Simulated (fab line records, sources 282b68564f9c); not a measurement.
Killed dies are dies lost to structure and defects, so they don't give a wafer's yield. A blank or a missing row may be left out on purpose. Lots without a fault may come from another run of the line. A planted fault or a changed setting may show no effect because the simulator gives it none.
Which tool did it? | flow rit_cmos | 15 lots, 45 wafers sampled, at 3 steps of a route of 202

WHAT THE GAUGES READ, wafer by wafer
RIT_NWELL_OVL_MEAS_06.
lot  | measured    | on         | NWELL_OVL (nm)
L668 | day 1 20:47 | overlay-02 | -0.7 -1.5 0.8
L669 | day 2 01:23 | overlay-01 | -0.8 0.1 2.8
L671 | day 2 11:17 | overlay-01 | 1.2 2.3 -0.7
L672 | day 2 17:28 | overlay-01 | 1.6 0.9 2.3
L673 | day 2 21:59 | overlay-02 | -0.1 -0.8 -0.4
L677 | day 3 19:34 | overlay-01 | -1.1 0.6 -1.3
L680 | day 4 08:11 | overlay-01 | -1.3 -0.7 0.2
L681 | day 4 14:12 | overlay-02 | 3.1 1.3 2.7
L683 | day 4 23:36 | overlay-02 | -0.3 0.2 -0.5
L684 | day 5 04:18 | overlay-02 | 0.6 -0.7 0.9
L685 | day 5 09:23 | overlay-02 | 0.2 -1.9 -2.7
L686 | day 5 15:33 | overlay-01 | 0.5 1.2 -1.0
L688 | day 6 00:15 | overlay-02 | 0.9 -1.2 1.5
L689 | day 6 05:25 | overlay-01 | -0.9 -1.0 -0.7
L690 | day 6 14:13 | overlay-02 | 2.4 2.6 2.3

RIT_PLDD_OVL_MEAS_06.
lot  | measured    | on         | PLDD_OVL (nm)
L668 | day 2 18:37 | overlay-02 | -3.4 -1.8 -1.2
L669 | day 3 00:34 | overlay-02 | -0.5 -0.4 -2.6
L671 | day 3 10:40 | overlay-01 | -1.2 -0.8 -1.1
L672 | day 3 15:50 | overlay-01 | -1.0 -1.1 -1.7
L673 | day 3 19:41 | overlay-02 | -2.1 -0.4 -1.6
L677 | day 4 17:12 | overlay-01 | -1.3 1.0 0.6
L680 | day 5 05:54 | overlay-01 | -0.5 -1.0 -1.0
L681 | day 5 13:11 | overlay-01 | -1.6 -1.5 -1.3
L683 | day 5 21:03 | overlay-02 | 0.3 -0.5 1.5
L684 | day 6 03:11 | overlay-02 | -2.0 -1.6 -0.6
L685 | day 6 09:19 | overlay-02 | -3.7 -2.6 -2.4
L686 | day 6 13:05 | overlay-01 | -1.8 -0.2 0.1
L688 | day 7 00:46 | overlay-01 | -0.6 0.7 -1.0
L689 | day 7 03:59 | overlay-01 | 1.3 0.9 -0.1
L690 | day 7 14:29 | overlay-02 | 0.3 -2.2 -2.2

WHICH TOOL RAN EACH LOT (tool, then ch and the chambers of the sampled wafers, then the start)
lot  | RIT_ACTIVE_STRIP_14
L668 | plasma_asher-01 ch 0,1, day 1 15:17
L669 | plasma_asher-02 ch 0,1, day 1 19:50
L671 | plasma_asher-02 ch 0,1, day 2 06:02
L672 | plasma_asher-02 ch 0,1, day 2 11:05
L673 | plasma_asher-03 ch 0,1, day 2 15:50
L677 | plasma_asher-03 ch 0,1, day 3 14:02
L680 | plasma_asher-01 ch 0, day 4 02:50
L681 | plasma_asher-01 ch 0,1, day 4 07:50
L683 | plasma_asher-01 ch 0,1, day 4 17:59
L684 | plasma_asher-03 ch 0,1, day 4 22:58
L685 | plasma_asher-01 ch 0,1, day 5 04:07
L686 | plasma_asher-03 ch 0,1, day 5 08:58
L688 | plasma_asher-02 ch 0,1, day 5 18:50
L689 | plasma_asher-01 ch 0,1, day 5 23:58
L690 | plasma_asher-02 ch 0,1, day 6 04:58
- RIT_ACTIVE_STRIP_14: strips in O2, time 180 s.

WHAT THE TOOLS THEMSELVES READ (means of the sampled wafers that have a number; where no wafer has one, the mark that the record gives instead)
RIT_ACTIVE_STRIP_14.
lot  | tool            | drypump_motor_current_A (A) | o2_flow_sccm (sccm)
L668 | plasma_asher-01 | 6.0                         | 4000
L669 | plasma_asher-02 | 5.0                         | 3996
L671 | plasma_asher-02 | 5.0                         | 4009
L672 | plasma_asher-02 | 5.0                         | 4002
L673 | plasma_asher-03 | 5.4                         | 3991
L677 | plasma_asher-03 | 5.4                         | 4021
L680 | plasma_asher-01 | 5.9                         | 3992
L681 | plasma_asher-01 | 6.1                         | 3988
L683 | plasma_asher-01 | 6.0                         | 4006
L684 | plasma_asher-03 | 5.4                         | 3989
L685 | plasma_asher-01 | 6.0                         | 4008
L686 | plasma_asher-03 | 5.4                         | 3996
L688 | plasma_asher-02 | 5.2                         | 3998
L689 | plasma_asher-01 | 6.0                         | 3999
L690 | plasma_asher-02 | 5.2                         | 3995

THE ANSWER, worked out from the rows above alone
Rule: what is usual is taken from the lots themselves. Put in order of their means at a reading, lots are off if they are a third of the lots or fewer, leave a main group of 4 or more, and stand apart from it by a gap of 3 or more times the standard deviation of the main group's means; of several such gaps the widest counts. A main group whose means are all the same, to the digits that the tables above print for the reading, isn't used. A lot without any number at a reading at which 4 lots or more have one is off too. The other lots that the step has rows for count as sound. The gauges are gone through in route order, then the tools' own readings, and for those a lot's mean is taken as printed above. The first step at which some lot is off is used, and at that step the reading that is off furthest; a lot without a number counts as furthest.
No lot is off at any reading shown: from this, nothing can be told.

WHAT THE SIMULATOR HAD PUT IN
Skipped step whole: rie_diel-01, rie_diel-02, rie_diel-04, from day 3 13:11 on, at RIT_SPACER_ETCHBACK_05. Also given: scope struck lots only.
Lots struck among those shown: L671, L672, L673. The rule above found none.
